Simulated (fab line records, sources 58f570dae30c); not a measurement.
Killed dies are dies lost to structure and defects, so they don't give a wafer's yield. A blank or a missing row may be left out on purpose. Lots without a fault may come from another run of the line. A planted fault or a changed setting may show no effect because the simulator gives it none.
Problem report in the 8D (eight disciplines) form, filled by code | flow berkeley_cmos170 | the parts of the form that need people (team, actions taken, sign-off) are left out

1. THE PROBLEM
spin_speed_rpm at UCB170_GATE_COAT_06 reads a mean of 3069.1 rpm on 6 wafers of 2 lots; wafers without a fault read 3000.3 rpm with a standard deviation of 2. That is +34 standard deviations from the usual mean.
First seen on wafer L865.2, day 7 01:46, on litho_track-01. The record holds 42 wafers of 14 lots with a number at this step. Rule for "out", or "out of limits": more than 4 standard deviations from the usual mean. The other wafers with a number count as sound.

2. WHAT IT IS AND WHAT IT IS NOT
question                    | is                     | is not
which readings at this step | spin_speed_rpm         | -
which lots                  | L865, L866             | L859, L860, L861, L862, L867, L871, L874, L875, L878, L879, L880, L881
which wafers of those lots  | all that have a number | -
read on which tools         | litho_track-01         | litho_track-02, litho_track-04
when                        | from day 7 01:46       | up to then (12 sound wafers); but 24 sound wafers of L867, L871, L874, L875, L878, L879, L880, L881 came after

3. SUSPECTS, AND WHAT RULES EACH OUT
Counting: a tool at a process step up to the reading stays a suspect if it ran every lot that is out and no sound lot after the first of them.
- litho_track-01 at UCB170_GATE_COAT_06: ruled out as a lasting fault. Sound lots L879 ran on it after its first lot that is out, L865 (day 7 01:46).
Left after counting: nothing in the record.

4. THE CAUSE (what the simulator had put in)
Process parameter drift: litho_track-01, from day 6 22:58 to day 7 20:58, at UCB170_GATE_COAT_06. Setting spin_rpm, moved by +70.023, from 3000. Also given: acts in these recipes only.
Counting ruled it out, wrongly.

5. THE CHAIN OF EFFECTS, in route order
Each row: a reading whose mean over the struck wafers that have a number lies more than 3 standard deviations from the usual. Only readings for which the record gives a usual standard deviation are gone through. hours: the time from each lot's start at the first step in this table that gives one to its start at this step, as a median over the lots. sigmas: the change in usual standard deviations.
hours | step                | reading        | usual      | on struck wafers | change | sigmas
0     | UCB170_GATE_COAT_06 | spin_speed_rpm | 3000.3 rpm | 3069.1           | +68.8  | +34
The process steps in it:
- UCB170_GATE_COAT_06
Later measuring or inspecting steps at which every struck wafer that the step has a row for has a number for every such reading, and none has moved that far: UCB170_PLDD_CD_MEAS_06.

6. WHAT WOULD HAVE CAUGHT IT SOONER
In this record the first reading out of limits was taken at day 7 01:46, 3 hours after the fault began at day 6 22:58.
